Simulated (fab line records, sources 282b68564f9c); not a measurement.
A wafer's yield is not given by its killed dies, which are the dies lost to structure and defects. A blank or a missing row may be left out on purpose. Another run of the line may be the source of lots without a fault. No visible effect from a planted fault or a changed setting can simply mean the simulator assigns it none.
Code-filled problem report in 8D (eight disciplines) form / flow ritCmos / the parts of the form that need people (team, actions taken, sign-off) are left out

== 1. WHAT IS WRONG ==
At RIT_ACTIVE_CD_MEAS_11, cdNm averages 1418.4 nm over 12 wafers from 4 lots, while fault-free wafers read 1399.7 nm, standard deviation 2.4. Measured from the usual mean, that is +7.8 standard deviations.
The step: target cd 1400 nm.
Earliest sighting: wafer L164.3 on cdSem-01 at day 5 00:41. The record has a number at this step for 48 wafers belonging to 16 lots. Rule for "out" (also "out of limits"): further than 4 standard deviations from the usual mean. The other wafers with a number count as sound.

== 2. WHAT IT IS, WHAT IT ISN'T ==
question=which readings at this step | is=cdNm | is not=-
question=which lots | is=L164, L165, L167, L168 | is not=L148, L149, L151, L152, L153, L154, L155, L156, L158, L160, L161, L166
question=which wafers of those lots | is=all that have a number | is not=-
question=read on which gauges | is=cdSem-01, cdSem-02 | is not=-
question=when | is=from day 5 00:41 | is not=up to then (33 sound wafers); but 3 sound wafers of L166 came after

== 3. THE SUSPECTS, EACH WITH WHAT RULES IT OUT ==
Counting: a tool at any process step up to the reading remains a suspect when it ran all the lots that are out and ran no sound lot after the first of those.
- the gauge at RIT_ACTIVE_CD_MEAS_11 is ruled out. 2 gauges (cdSem-01, cdSem-02) read the wafers that are out.
- ilineStepper-01 at RIT_ACTIVE_EXPOSE_08 (exposes mask M1, target cd 1400 nm): kept. Every lot that is out went through it, starting with L164 (day 5 00:17), and after that it ran no sound lot; the last sound lot it ran before then is L161 (day 4 11:33). Out on those wafers are its own readings of exposureDoseMJCm2.
Remaining after the count: ilineStepper-01 at RIT_ACTIVE_EXPOSE_08.

== 4. THE CAUSE (what the simulator had put in) ==
Process parameters drifting: ilineStepper-01 at RIT_ACTIVE_EXPOSE_08, beginning at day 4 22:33. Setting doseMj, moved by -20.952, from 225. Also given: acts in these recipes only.
Only this tool survived the counting.

== 5. THE CHAIN OF EFFECTS, in route order ==
Rows list readings where the struck wafers' mean (over those with a number) sits beyond 3 standard deviations from the usual. Only readings whose record carries a usual standard deviation are examined. hours: median over the lots of the time between each lot's start at the first step of this table that gives one and its start at this step. sigmas: the change, counted in usual standard deviations.
hours=0; step=RIT_ACTIVE_EXPOSE_08; reading=exposureDoseMJCm2; usual=225.49; on struck wafers=210.29; change=-15.20; sigmas=-69
hours=0; step=RIT_ACTIVE_CD_MEAS_11; reading=cdNm; usual=1399.7 nm; on struck wafers=1418.4; change=+18.7; sigmas=+7.8
The process steps in it:
- RIT_ACTIVE_EXPOSE_08: exposes mask M1, target cd 1400 nm.
Later measuring or inspecting steps at which every struck wafer that the step has a row for has a number for every such reading, and none has moved that far: RIT_WELLDRIVE_RS_MEAS_02, RIT_GATE_THK_MEAS_09.

== 6. HOW IT WOULD HAVE BEEN CAUGHT EARLIER ==
In this record the first reading out of limits at a measuring or inspecting step was taken at day 5 00:41, 2 hours after the fault began at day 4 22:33.
Tool's own readings at RIT_ACTIVE_EXPOSE_08, exposureDoseMJCm2: out on all struck wafers the step has rows for; an alarm limit on them would have tripped on the first.
Lots out: 4; of these, L165, L167, L168 started RIT_ACTIVE_EXPOSE_08 on ilineStepper-01 after day 5 00:41. A hold on the tool at that time would have spared those 3.
